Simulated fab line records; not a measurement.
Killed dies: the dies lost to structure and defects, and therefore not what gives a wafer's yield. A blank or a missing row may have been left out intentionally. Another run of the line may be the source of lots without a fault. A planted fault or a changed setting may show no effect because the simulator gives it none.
Which tool was responsible? -- flow berkeley cmos170 -- Sampling: 14 lots, 42 wafers, 4 of 331 route steps

== WHAT THE GAUGES READ, wafer by wafer ==
UCB170_START_BOW_MEAS_00.
lot,measured,on,INCOMING_BOW (um)
L851,day 1 10:00,film metro-03,-8 1 6
L852,day 1 15:00,film metro-03,12 -7 -2
L853,day 1 20:01,film metro-01,-5 3 0
L854,day 2 01:01,film metro-01,8 -7 -4
L855,day 2 06:00,film metro-02,11 -9 1
L858,day 2 21:00,film metro-03,0 -5 1
L859,day 3 02:02,film metro-03,-6 -6 8
L861,day 3 12:04,film metro-01,1 -2 1
L862,day 3 17:01,film metro-01,6 -3 2
L863,day 3 22:01,film metro-01,-7 -1 -7
L866,day 4 13:01,film metro-02,-13 1 -1
L869,day 5 04:01,film metro-01,-1 5 -2
L872,day 5 19:04,film metro-01,-11 -10 0
L873,day 6 00:00,film metro-02,11 6 -2

UCB170_V2_BOW_MEAS_03.
lot,measured,on,V2_BOW (um)
L851,day 8 17:37,film metro-04,27 34 39
L852,day 8 18:38,film metro-04,55 36 43
L853,day 8 18:25,film metro-01,28 36 35
L854,day 9 07:02,film metro-01,48 33 36
L855,day 9 19:28,film metro-01,44 24 34
L858,day 9 20:47,film metro-01,36 31 38
L859,day 10 08:40,film metro-04,27 28 41
L861,day 10 19:04,film metro-04,36 32 35
L862,day 10 17:37,film metro-02,38 28 33
L863,day 10 19:20,film metro-02,31 37 32
L866,day 11 09:08,film metro-02,21 34 33
L869,day 11 15:02,film metro-04,36 42 35
L872,day 12 14:28,film metro-01,21 21 31
L873,day 13 06:56,film metro-04,50 44 38

UCB170_M3_RS_MEAS_02: measures by four-point-probe.
lot,measured,on,M3_AL_RS (ohm/sq)
L851,day 8 19:43,film metro-03,0.03253 0.03257 0.03284
L852,day 8 20:50,film metro-02,0.03142 0.03158 0.03123
L853,day 8 20:19,film metro-01,0.03232 0.03233 0.03203
L854,day 9 09:32,film metro-02,0.03205 0.03164 0.03199
L855,day 9 21:31,film metro-01,0.03178 0.03173 0.03187
L858,day 9 23:13,film metro-01,0.0322 0.03249 0.03222
L859,day 10 12:18,film metro-02,0.03154 0.03185 0.0317
L861,day 10 21:17,film metro-02,0.03201 0.0319 0.03184
L862,day 10 19:52,film metro-01,0.03237 0.03217 0.03239
L863,day 10 21:40,film metro-02,0.03209 0.03206 0.03212
L866,day 11 11:11,film metro-03,0.03169 0.03197 0.03175
L869,day 11 17:37,film metro-03,0.03169 0.03202 0.03191
L872,day 12 16:31,film metro-01,0.03236 0.03225 0.03239
L873,day 13 08:56,film metro-02,0.03194 0.03191 0.03212

== WHICH TOOL RAN EACH LOT (tool, then ch and the chambers of the sampled wafers, then the start) ==
lot,UCB170_PLDD_HMDS_00
L851,"litho track-02 ch 0, day 7 09:16"
L852,"litho track-04 ch 0, day 7 09:24"
L853,"litho track-03 ch 0, day 7 09:26"
L854,"litho track-03 ch 0, day 7 22:14"
L855,"litho track-04 ch 0, day 8 10:32"
L858,"litho track-03 ch 0, day 8 10:44"
L859,"litho track-03 ch 0, day 8 23:29"
L861,"litho track-03 ch 0, day 9 09:14"
L862,"litho track-02 ch 0, day 9 09:22"
L863,"litho track-04 ch 0, day 9 10:02"
L866,"litho track-03 ch 0, day 10 04:17"
L869,"litho track-03 ch 0, day 10 05:28"
L872,"litho track-02 ch 0, day 11 06:32"
L873,"litho track-04 ch 0, day 11 19:53"
- UCB170_PLDD_HMDS_00: prime time 60 s.

== AS READ BY THE TOOLS THEMSELVES (means over the sampled wafers that have a number; for cases with no such wafer, the mark the record gives instead) ==
UCB170_PLDD_HMDS_00.
lot,tool,prime temp c (C)
L851,litho track-02,99.83
L852,litho track-04,99.88
L853,litho track-03,100.08
L854,litho track-03,100.11
L855,litho track-04,100.08
L858,litho track-03,100.03
L859,litho track-03,100.07
L861,litho track-03,100.06
L862,litho track-02,100.14
L863,litho track-04,99.82
L866,litho track-03,93.87
L869,litho track-03,93.89
L872,litho track-02,100.07
L873,litho track-04,100.09

== THE ANSWER, worked out from the rows above alone ==
Rule: the lots themselves supply what counts as usual. The widest of any qualifying gaps counts: lots, ordered by their means at a reading, are off when they make up no more than a third of the lots, leave a main group of 4 or more, and stand apart from it by 3 or more times the standard deviation of that group's means. The tables above print the reading to a certain number of digits; a main group whose means all agree to those digits is not used. A lot without any number at a reading at which 4 lots or more have one is off too. The other lots that the step has rows for count as sound. The gauges are gone through in route order, then the tools' own readings, and for those a lot's mean is taken as printed above. At the first step where some lot is off, the reading lying furthest off is the one used; lots without a number count as furthest.
Off, at UCB170_PLDD_HMDS_00 on prime temp c: L866, L869. The main group has a mean of 100.02 C with a standard deviation of 0.11.
A tool fits if, at that step or a process step before it, it ran every lot that is off, and no sound lot after the first of them. One candidate fits, namely litho track-03 at UCB170_PLDD_HMDS_00. Its last sound lot is L861 (day 9 09:14), its first lot that is off L866 (day 10 04:17): a fault that began between those two fits.
On the lots that are off, the tool's own readings at UCB170_PLDD_HMDS_00 differ by more than 5 times the standard deviation of the sound lots' means, which bears it out; prime temp c reads 93.88 C there versus 100.02 C on the sound lots.

== WHAT WAS PUT IN BY THE SIMULATOR ==
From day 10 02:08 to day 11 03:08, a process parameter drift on litho track-03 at UCB170_PLDD_HMDS_00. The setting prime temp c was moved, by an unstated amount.
Struck lots among those shown: L866, L869. Same finding as the rule above.
